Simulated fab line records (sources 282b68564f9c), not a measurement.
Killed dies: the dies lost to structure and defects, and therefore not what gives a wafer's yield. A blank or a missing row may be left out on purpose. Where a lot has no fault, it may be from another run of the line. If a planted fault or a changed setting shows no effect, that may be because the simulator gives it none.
Which of the tools did it? | flow ritCmos | 15 lots, 45 wafers sampled, at 3 steps of a route of 202

WHAT EACH GAUGE READ, for each wafer
RIT_FOX2_THK_MEAS_01. Usual: FOX2_OXIDE_THK typically reads 352 nm, with standard deviation 6.2.
lot  | measured    | on           | FOX2_OXIDE_THK (nm) | flag
L492 | day 1 18:46 | filmMetro-02 | 353 356 353         | 
L493 | day 2 02:29 | filmMetro-03 | 351 343 357         | 
L494 | day 2 08:07 | filmMetro-02 | 357 357 362         | 
L495 | day 2 16:20 | filmMetro-04 | 353 358 358         | 
L496 | day 2 22:04 | filmMetro-04 | 344 346 336         | 
L497 | day 3 03:04 | filmMetro-04 | 352 350 348         | 
L498 | day 3 06:39 | filmMetro-03 | 357 352 358         | 
L499 | day 3 12:12 | filmMetro-03 | 353 357 353         | 
L500 | day 3 14:14 | filmMetro-04 | 355 352 352         | 
L502 | day 4 05:48 | filmMetro-02 | 352 350 352         | 
L503 | day 4 08:35 | filmMetro-02 | 364 356 359         | 
L505 | day 4 17:38 | filmMetro-02 | 342 347 345         | 
L507 | day 5 01:07 | filmMetro-04 | 340 340 339         | 
L512 | day 5 23:33 | filmMetro-03 | 352 358 357         | 
L514 | day 6 10:20 | filmMetro-04 | 351 346 351         | 

RIT_PRETRO_TW_MEAS_10. Usual: PRETRO_TW typically reads 475, with standard deviation 3.1.
lot  | measured    | on           | PRETRO_TW   | flag
L492 | day 2 07:56 | filmMetro-04 | 475 480 477 | 
L493 | day 2 17:09 | filmMetro-04 | 477 479 477 | 
L494 | day 3 00:09 | filmMetro-01 | 471 471 471 | 
L495 | day 3 06:43 | filmMetro-04 | 480 479 478 | 
L496 | day 3 12:37 | filmMetro-02 | 477 477 480 | 
L497 | day 3 16:40 | filmMetro-01 | 471 471 470 | 
L498 | day 3 20:48 | filmMetro-02 | 476 477 477 | 
L499 | day 4 02:19 | filmMetro-01 | 470 470 471 | 
L500 | day 4 05:38 | filmMetro-04 | 475 476 480 | 
L502 | day 4 18:41 | filmMetro-01 | 472 469 473 | 
L503 | day 4 21:55 | filmMetro-02 | 473 476 476 | 
L505 | day 5 07:19 | filmMetro-04 | 477 475 474 | 
L507 | day 5 14:34 | filmMetro-01 | 473 474 474 | 
L512 | day 6 13:13 | filmMetro-04 | 475 477 476 | 
L514 | day 6 23:27 | filmMetro-01 | 472 471 472 | 

WHAT TOOL EACH LOT RAN ON (gives the tool, then ch and the chambers of the sampled wafers, and finally the start)
lot  | RIT_PRETRO_STRIP_09
L492 | plasmaAsher-03 ch 0,1, day 2 07:46
L493 | plasmaAsher-03 ch 0,1, day 2 16:58
L494 | plasmaAsher-01 ch 0,1, day 2 23:59
L495 | plasmaAsher-02 ch 0,1, day 3 06:34
L496 | plasmaAsher-01 ch 0,1, day 3 12:26
L497 | plasmaAsher-03 ch 0,1, day 3 16:32
L498 | plasmaAsher-03 ch 0,1, day 3 20:37
L499 | plasmaAsher-03 ch 0,1, day 4 02:08
L500 | plasmaAsher-03 ch 1, day 4 05:26
L502 | plasmaAsher-02 ch 0,1, day 4 18:33
L503 | plasmaAsher-03 ch 0,1, day 4 21:44
L505 | plasmaAsher-03 ch 0,1, day 5 07:08
L507 | plasmaAsher-02 ch 0,1, day 5 14:23
L512 | plasmaAsher-03 ch 0,1, day 6 13:05
L514 | plasmaAsher-03 ch 0,1, day 6 23:17
- RIT_PRETRO_STRIP_09: strips in O2, time 180 s.

AS READ BY THE TOOLS THEMSELVES (means over the sampled wafers that have a number; for cases with no such wafer, the mark the record gives instead)
RIT_PRETRO_STRIP_09. Usual: 5.74 A for drypumpMotorCurrentA, sd 0.22.
lot  | tool           | drypumpMotorCurrentA (A) | flag
L492 | plasmaAsher-03 | 5.52                     | 
L493 | plasmaAsher-03 | 5.63                     | 
L494 | plasmaAsher-01 | 5.95                     | 
L495 | plasmaAsher-02 | 5.85                     | 
L496 | plasmaAsher-01 | 5.95                     | 
L497 | plasmaAsher-03 | 5.62                     | 
L498 | plasmaAsher-03 | 5.49                     | 
L499 | plasmaAsher-03 | 5.64                     | 
L500 | plasmaAsher-03 | 5.75                     | 
L502 | plasmaAsher-02 | 5.85                     | 
L503 | plasmaAsher-03 | 5.61                     | 
L505 | plasmaAsher-03 | 5.62                     | 
L507 | plasmaAsher-02 | 5.85                     | 
L512 | plasmaAsher-03 | 5.64                     | 
L514 | plasmaAsher-03 | 5.63                     | 

THE ANSWER, worked out from the rows above alone
Rule: take the mean of a lot's wafers that have a number; if it is more than 3 standard deviations from the usual mean, the lot is off. Also off: a lot with no number at a reading for which 4 or more lots have one. Where the step has rows for the other lots, those lots are counted as sound. After the gauges, taken in route order, come the tools' own readings; for these a lot's mean is taken, as printed above. The first step at which some lot is off is used, and at that step the reading that is off furthest; a lot without a number counts as furthest.
Across all readings shown, no lot is off: no conclusion can be drawn from this.

WHAT HAD BEEN PUT IN BY THE SIMULATOR
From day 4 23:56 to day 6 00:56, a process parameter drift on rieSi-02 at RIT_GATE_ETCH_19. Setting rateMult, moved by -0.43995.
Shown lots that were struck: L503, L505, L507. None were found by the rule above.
